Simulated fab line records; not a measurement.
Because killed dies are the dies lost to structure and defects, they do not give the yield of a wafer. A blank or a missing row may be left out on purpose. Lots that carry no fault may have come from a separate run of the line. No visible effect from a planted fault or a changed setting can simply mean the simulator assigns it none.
Comparing a struck lot with a sound one ; flow berkeley-cmos170 ; 20 out of 331 route steps
Sound: the wafers L443.1, L443.2, L443.6. Struck: wafers L454.2, L454.5, L454.6. The cause comes at the end.
Each step with rows lists, per side, the tool, then ch with its chambers, then its first start. Under that, the readings that differ: sound wafers ; struck wafers ; difference of the means ; sigmas: that difference in standard deviations of wafers without a fault.
alike: same words and numbers on both sides, and readings whose means sit less than 2 such deviations apart. not compared: any withheld reading, any reading some wafer has no value for, any bound like >300 that may hide the same value, and any number with overlapping values for which the record gives no deviation.
The two part at a step that has a row with sigmas, a row that says differs or no value, or rows on one side only. Numbers that have no deviation but don't overlap get no sigmas and don't part them. A reading that every wafer of one side lacks parts them only if that side has two wafers or more.

UCB170_PVT_STRIP_08: strips in O2.
  sound on plasma-asher-04 ch 0,1, day 7 04:05; struck on plasma-asher-04 ch 0,1, day 8 15:49
  alike: drypump-motor-current-A, oes-product-au, strip-time-to-endpoint-s
  not compared: rf-hours-counter-h
UCB170_PVT_TW_MEAS_09:
  struck on film-metro-04, day 8 15:55; sound on film-metro-01, day 7 04:11
  alike: PVT_TW
then, 1 step without rows for these wafers: UCB170_GATE_WET_ETCH_00 (etches SiO2 in dHF, time 200 s).
UCB170_FIELD_THK_MEAS_91:
  struck on film-metro-01, day 8 16:02; sound on film-metro-04, day 7 04:19
reading;sound;struck;difference;sigmas
FIELD_OXIDE_LEFT_2_THK (nm);391 374 384;356 351 347;-32;-2
then, 1 step without rows for these wafers: UCB170_GATE_OXIDATION_01 (target thk 6.6 nm, ox time 1800 s).
UCB170_GATE_THK_MEAS_02:
  struck on film-metro-02, day 8 21:42; sound on film-metro-03, day 7 08:19
  alike: GATE_OXIDE_THK
then, 2 steps without rows for these wafers: UCB170_GATE_ANNEAL_03 (time 1800 s); UCB170_GATE_CVD_04 (deposits poly-Si from SiH4, time 1440 s, target thk 214 nm).
UCB170_GATE_THK_MEAS_05:
  struck on film-metro-03, day 9 03:06; sound on film-metro-04, day 7 14:40
  alike: GATE_POLY_THK
then, 3 steps without rows for these wafers: UCB170_GATE_COAT_06; UCB170_GATE_COAT_07 (resist thk 900 nm); UCB170_GATE_SOFTBAKE_08 (time 60 s).
UCB170_GATE_EXPOSE_09: exposes mask POLY, target cd 350 nm.
  sound on krf-scanner-01 ch 0, day 7 15:35; struck on krf-scanner-02 ch 0, day 9 04:35
reading;sound;struck;difference;sigmas
mask;POLY#0 POLY#0 POLY#0;POLY_R1#0 POLY_R1#0 POLY_R1#0;differs;
then, 2 steps without rows for these wafers: UCB170_GATE_PEB_10; UCB170_GATE_DEVELOP_11 (develop time 45 s).
UCB170_GATE_CD_MEAS_12 targets a cd of 350 nm.
  struck on cd-sem-01, day 9 05:33; sound on cd-sem-01, day 7 16:10
reading;sound;struck;difference;sigmas
cd-nm (nm);349.1 348.3 348.9;280.9 280.0 280.7;-68.2;-52
UCB170_GATE_OVL_MEAS_13:
  struck on overlay-01, day 9 05:39; sound on overlay-02, day 7 16:17
  alike: GATE_OVL
UCB170_GATE_ETCH_14: etches BARC in N2/H2.
  sound on rie-diel-03 ch 0,2,3, day 7 16:20; struck on rie-diel-04 ch 0,1, day 9 05:41
  alike: drypump-motor-current-A, oes-product-au, throttle-valve-pct
UCB170_GATE_ETCH_15: etches poly-Si in HBr/Cl2, stops on SiO2, time 56.3 s, target depth 278.2 nm.
  sound on rie-si-01 ch 0,1,2, day 7 16:22; struck on rie-si-02 ch 0,3, day 9 05:44
reading;sound;struck;difference;sigmas
model.GATE.cd-nm (nm);350 348.6 347.7;279.9 279.4 280.3;-68.9;
  alike: drypump-motor-current-A, oes-product-au, throttle-valve-pct
  not compared: rf-hours-counter-h
UCB170_GATE_STRIP_16: strips in O2.
  sound on plasma-asher-03 ch 0,1, day 7 16:25; struck on plasma-asher-03 ch 0,1, day 9 05:46
  alike: drypump-motor-current-A, oes-product-au
  not compared: rf-hours-counter-h

== WHERE THEY PART ==
Last at UCB170_GATE_CD_MEAS_12 as far as this record goes, first at UCB170_FIELD_THK_MEAS_91. Later steps at which nothing parts them and some readings are alike: UCB170_GATE_OVL_MEAS_13, UCB170_GATE_ETCH_14, UCB170_GATE_ETCH_15, UCB170_GATE_STRIP_16.

WHY: the cause the simulator had injected
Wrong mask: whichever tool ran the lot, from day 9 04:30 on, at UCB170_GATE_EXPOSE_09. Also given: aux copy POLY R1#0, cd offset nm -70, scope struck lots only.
